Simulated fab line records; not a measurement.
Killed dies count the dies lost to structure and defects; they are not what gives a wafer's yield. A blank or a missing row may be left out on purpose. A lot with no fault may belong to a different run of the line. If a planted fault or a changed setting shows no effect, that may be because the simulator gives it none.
Struck lot and sound lot, side by side | flow rit-cmos | 17 steps out of a route of 202
Sound: wafers L623.1, L623.2, L623.4. The struck wafers were L632.1, L632.3, L632.4. The cause is named last.
Per side, at each step with rows, come the tool, then ch with its chambers, and then its first start. Under that, the readings that differ: sound wafers | struck wafers | difference of the means | sigmas: that difference in standard deviations of wafers without a fault.
alike: readings with means less than 2 such deviations apart, plus words and numbers identical on both sides. not compared: withheld readings, readings lacking a value on some wafer, bounds such as >300 that could conceal the same value, and numbers that have no deviation in the record and whose values overlap.
Wherever a step has rows on one side only, a row that says differs or no value, or a row with sigmas, the two part there. Numbers that don't overlap but have no deviation are shown without sigmas and don't part them. A reading that every wafer of one side lacks parts them only if that side has two wafers or more.

first, 1 step without rows for these wafers: RIT_PRETRO_DEVELOP_05 (develop time 68 s).
RIT_PRETRO_OVL_MEAS_06:
  sound on overlay-01, day 2 16:41; struck on overlay-02, day 4 15:29
  alike: PRETRO_OVL
then, 2 steps without rows for these wafers: RIT_PRETRO_HARDBAKE_07 (time 120 s); RIT_PRETRO_IMPLANT_08.
RIT_PRETRO_STRIP_09: strips in O2, time 180 s.
  sound on plasma-asher-03 ch 0,1, day 2 17:07; struck on plasma-asher-01 ch 0,1, day 4 16:00
  alike: chamber-pressure-mTorr, drypump-motor-current-A
  not compared: rf-hours-counter-h
RIT_PRETRO_TW_MEAS_10:
  sound on film-metro-04, day 2 17:17; struck on film-metro-04, day 4 16:11
  alike: PRETRO_TW
then, 5 steps without rows for these wafers: RIT_GATE_WET_ETCH_00 (etches SiO2 in BOE, target depth 56 nm, time 60 s); RIT_GATE_CLEAN_01 (cleans in SC1, time 600 s); RIT_GATE_CLEAN_02 (cleans in dHF, time 30 s); RIT_GATE_CLEAN_03 (cleans in SC2, time 600 s); RIT_GATE_CLEAN_04 (cleans in dHF, time 60 s).
RIT_FOX2_THK_MEAS_91:
  sound on film-metro-01, day 2 17:47; struck on film-metro-04, day 4 16:39
  alike: FIELD_OXIDE_LEFT_2_THK
RIT_GATE_OXIDATION_05: target thk 3 nm, ox time 270 s.
  sound on furnace-02 ch 0, day 2 18:58; struck on furnace-04 ch 0, day 4 17:58
then, 1 step without rows for these wafers: RIT_GATE_ANNEAL_06 (time 600 s).
RIT_GATE_THK_MEAS_07:
  sound on film-metro-03, day 2 22:50; struck on film-metro-04, day 4 20:18
  reading             | sound          | struck         | difference | sigmas
  GATE_OXIDE_THK (nm) | 3.02 3.01 3.08 | 4.97 4.89 5.09 | +1.95      | +25
then, 1 step without rows for these wafers: RIT_GATE_CVD_08 (deposits poly-Si from SiH4, target thk 250 nm, time 2220 s).
RIT_M1_PROBE_99:
  the record has rows for the sound wafers here (prober-01, day 3 23:22) and none for the struck ones

WHERE THEY PART
Last at RIT_M1_PROBE_99 as far as this record goes, first at RIT_GATE_THK_MEAS_07.

WHY: the cause the simulator had injected
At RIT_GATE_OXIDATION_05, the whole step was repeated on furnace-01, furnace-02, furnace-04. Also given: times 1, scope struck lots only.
